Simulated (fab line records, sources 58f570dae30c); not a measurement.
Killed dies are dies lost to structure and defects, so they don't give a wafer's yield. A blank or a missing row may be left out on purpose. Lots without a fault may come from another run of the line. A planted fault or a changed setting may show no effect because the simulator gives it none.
A struck lot beside a sound one | flow berkeley_cmos170 | 14 steps out of a route of 331
Sound: wafers L855.2, L855.3, L855.5. Struck: wafers L865.3, L865.4, L865.5. The cause comes at the end.
At each step with rows: each side's tool, then ch and its chambers, then its first start. Under that, the readings that differ: sound wafers | struck wafers | difference of the means | sigmas: that difference in standard deviations of wafers without a fault.
alike: readings whose means differ by less than 2 such deviations, and words and numbers that are the same on both sides. not compared: withheld readings, readings that some wafer has no value for, bounds like >300 that may hide the same value, and numbers for which the record gives no deviation and whose values overlap.
The two part at a step that has a row with sigmas, a row that says differs or no value, or rows on one side only. Numbers that don't overlap but have no deviation are shown without sigmas and don't part them. A reading that every wafer of one side lacks parts them only if that side has two wafers or more.

first, 2 steps without rows for these wafers: UCB170_PWELL_ANNEAL_04 (time 900 s); UCB170_PWELL_CVD_05 (deposits Si3N4 from SiH2Cl2/NH3, target thk 220 nm, time 3300 s).
UCB170_PWELL_THK_MEAS_06:
  sound on film_metro-04, day 4 03:00; struck on film_metro-04, day 6 00:32
  alike: PWELL_NITRIDE_THK
then, 6 steps without rows for these wafers: UCB170_PWELL_HMDS_07 (prime time 60 s); UCB170_PWELL_COAT_08 (resist thk 900 nm); UCB170_PWELL_SOFTBAKE_09 (time 60 s); UCB170_PWELL_EXPOSE_10 (exposes mask PWELL, target cd 3000 nm); UCB170_PWELL_PEB_11; UCB170_PWELL_DEVELOP_12 (develop time 45 s).
UCB170_PWELL_OVL_MEAS_13:
  sound on overlay-02, day 4 04:17; struck on overlay-02, day 6 02:09
  alike: PWELL_OVL
UCB170_PWELL_ETCH_14: etches Si3N4 in CH3F/Ar/O2, stops on SiO2, target depth 242 nm, time 151 s.
  sound on rie_diel-02 ch 0,1,2, day 4 04:19; struck on rie_diel-03 ch 0,2,3, day 6 02:11
  reading            | sound             | struck            | difference | sigmas
  mfc_ar_sccm (sccm) | 49.61 49.67 49.76 | 50.14 49.95 50.39 | +0.48      | +3
  alike: drypump_motor_current_A, oes_product_au, throttle_valve_pct
  not compared: rf_hours_counter_h
then, 1 step without rows for these wafers: UCB170_PWELL_IMPLANT_15.
UCB170_PWELL_STRIP_16: strips in O2.
  sound on plasma_asher-02 ch 1, day 4 04:34; struck on plasma_asher-02 ch 0,1, day 6 02:28
  no value came back on the struck wafers for chamber_pressure_mTorr (mTorr), drypump_motor_current_A (A), oes_product_au (a.u.), strip_time_to_endpoint_s (s); on the sound wafers chamber_pressure_mTorr (mTorr) reads 3496 3500 3492
  reading                                | sound | struck            | difference | sigmas
  model.KrF_of_PWELL_COAT_08.thk_nm (nm) | 0 0 0 | 725.7 726.7 725.2 | +725.9     |
  not compared: rf_hours_counter_h
UCB170_PWELL_TW_MEAS_17:
  sound on film_metro-01, day 4 04:40; struck on film_metro-01, day 6 02:33
  alike: PWELL_TW

WHERE THEY PART
First at UCB170_PWELL_ETCH_14; last, within this record, at UCB170_PWELL_STRIP_16. Later steps at which nothing parts them and some readings are alike: UCB170_PWELL_TW_MEAS_17.

WHY: what the simulator had put in
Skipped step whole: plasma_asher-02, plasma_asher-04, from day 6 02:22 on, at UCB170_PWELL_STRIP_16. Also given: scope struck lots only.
